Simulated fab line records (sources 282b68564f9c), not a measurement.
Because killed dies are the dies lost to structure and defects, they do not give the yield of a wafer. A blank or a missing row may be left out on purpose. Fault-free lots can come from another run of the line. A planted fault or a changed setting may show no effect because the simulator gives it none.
A lot that was struck, set against a sound lot | flow ritCmos | 16 steps out of a route of 202
Sound: wafers L445.3, L445.4, L445.6. Wafers struck: L461.1, L461.3, L461.4. The cause is given at the end.
For every step that has rows: the tool of each side, followed by ch and its chambers, followed by its first start. Under that, the readings that differ: sound wafers | struck wafers | difference of the means | sigmas: that difference in standard deviations of wafers without a fault.
alike: readings whose means differ by less than 2 such deviations, and words and numbers that are the same on both sides. not compared: withheld readings, readings that some wafer has no value for, bounds like >300 that may hide the same value, and numbers for which the record gives no deviation and whose values overlap.
Wherever a step has rows on one side only, a row that says differs or no value, or a row with sigmas, the two part there. Numbers that don't overlap but have no deviation are shown without sigmas and don't part them. A reading missing from all wafers of one side parts the sides only when that side holds two or more wafers.

first, 4 steps without rows for these wafers: RIT_ACTIVE_SOFTBAKE_07 (time 60 s); RIT_ACTIVE_EXPOSE_08 (exposes mask M1, target cd 1400 nm); RIT_ACTIVE_PEB_09; RIT_ACTIVE_DEVELOP_10 (develop time 50 s).
RIT_ACTIVE_CD_MEAS_11 targets a cd of 1400 nm.
  struck on cdSem-02, day 5 13:34; sound on cdSem-01, day 2 06:43
  alike: cdNm
then, 1 step without rows for these wafers: RIT_ACTIVE_HARDBAKE_12 (time 60 s).
RIT_ACTIVE_ETCH_13: etches Si3N4 in SF6, stops on SiO2, time 210 s, target depth 210 nm.
  sound on rieDiel-04 ch 0,2,3, day 2 06:56; struck on rieDiel-02 ch 0,2,3, day 5 13:50
  alike: drypumpMotorCurrentA, oesProductAu, throttleValvePct
  not compared: rfHoursCounterH
RIT_ACTIVE_STRIP_14: strips in O2, time 180 s.
  sound on plasmaAsher-01 ch 0,1, day 2 07:08; struck on plasmaAsher-01 ch 0,1, day 5 13:58
  alike: drypumpMotorCurrentA
  not compared: rfHoursCounterH
RIT_ACTIVE_CD_MEAS_90 targets a cd of 1400 nm.
  struck on cdSem-02, day 5 14:08; sound on cdSem-02, day 2 07:17
  alike: cdNm
then, 3 steps without rows for these wafers: RIT_ACTIVE_CLEAN_15 (cleans in SC1, time 600 s); RIT_ACTIVE_CLEAN_16 (cleans in dHF, time 30 s); RIT_ACTIVE_CLEAN_17 (cleans in SC2, time 600 s).
RIT_FOX1_OXIDATION_00: target thk 350.7 nm, ox time 1130 s.
  sound on furnace-04 ch 0, day 2 08:34; struck on furnace-01 ch 0, day 5 15:11
reading                                    | sound           | struck               | difference | sigmas
oxTimeS (s)                                | 1130 1130 1130  | 1638.5 1638.5 1638.5 | +508.5     | 
model.SiO2_of_FOX1_OXIDATION_00.thkNm (nm) | 340.4 340.3 345 | 434.5 437.6 437.9    | +94.8      | 
RIT_FOX1_THK_MEAS_01:
  struck on filmMetro-04, day 5 16:29; sound on filmMetro-02, day 2 09:54
reading             | sound       | struck      | difference | sigmas
FOX1_OXIDE_THK (nm) | 341 340 345 | 435 437 438 | +95        | +16
then, 1 step without rows for these wafers: RIT_FOX1_WET_ETCH_02 (etches SiO2 in BOE, target depth 350 nm, time 390 s).
RIT_M1_PROBE_99:
  struck on prober-02, day 7 09:31; sound on prober-02, day 4 04:29
reading                                    | sound                | struck               | difference | sigmas
model.etest.nldd.widthNm (nm)              | 3197 3228 3216       | 3088 3083 3055       | -138       | 
model.etest.pldd.widthNm (nm)              | 3208 3186 3218       | 3083 3053 3065       | -137       | 
model.etest.nplusSal.widthNm (nm)          | 3484 3463 3467       | 3364 3372 3366       | -104       | 
model.etest.pplusSal.widthNm (nm)          | 3496 3465 3447       | 3358 3352 3349       | -116       | 
model.etest.nmosNarrow.driveUaUm           | 229.5 223.9 222.2    | 203.7 200.6 196.1    | -25.1      | 
model.etest.pmosNarrow.driveUaUm           | 105.7 101.8 99.18    | 90.87 88.67 90.81    | -12.11     | 
model.etest.polyCombOverSteps.leakLog10AUm | -12.88 -12.94 -12.79 | -12.23 -12.56 -11.09 | +0.91      | 
model.etest.fieldPMetal.vtV (V)            | -29.54 -30.82 -29.94 | -27.46 -27.87 -27.87 | +2.37      | 
  alike: killedAtContacts, killedAtFrontEnd, killedDies, killedOpen, killedShort

## WHERE THEY PART
Within this record, at RIT_FOX1_THK_MEAS_01 only. Later steps at which nothing parts them and some readings are alike: RIT_M1_PROBE_99.

WHY: whatever the simulator had introduced
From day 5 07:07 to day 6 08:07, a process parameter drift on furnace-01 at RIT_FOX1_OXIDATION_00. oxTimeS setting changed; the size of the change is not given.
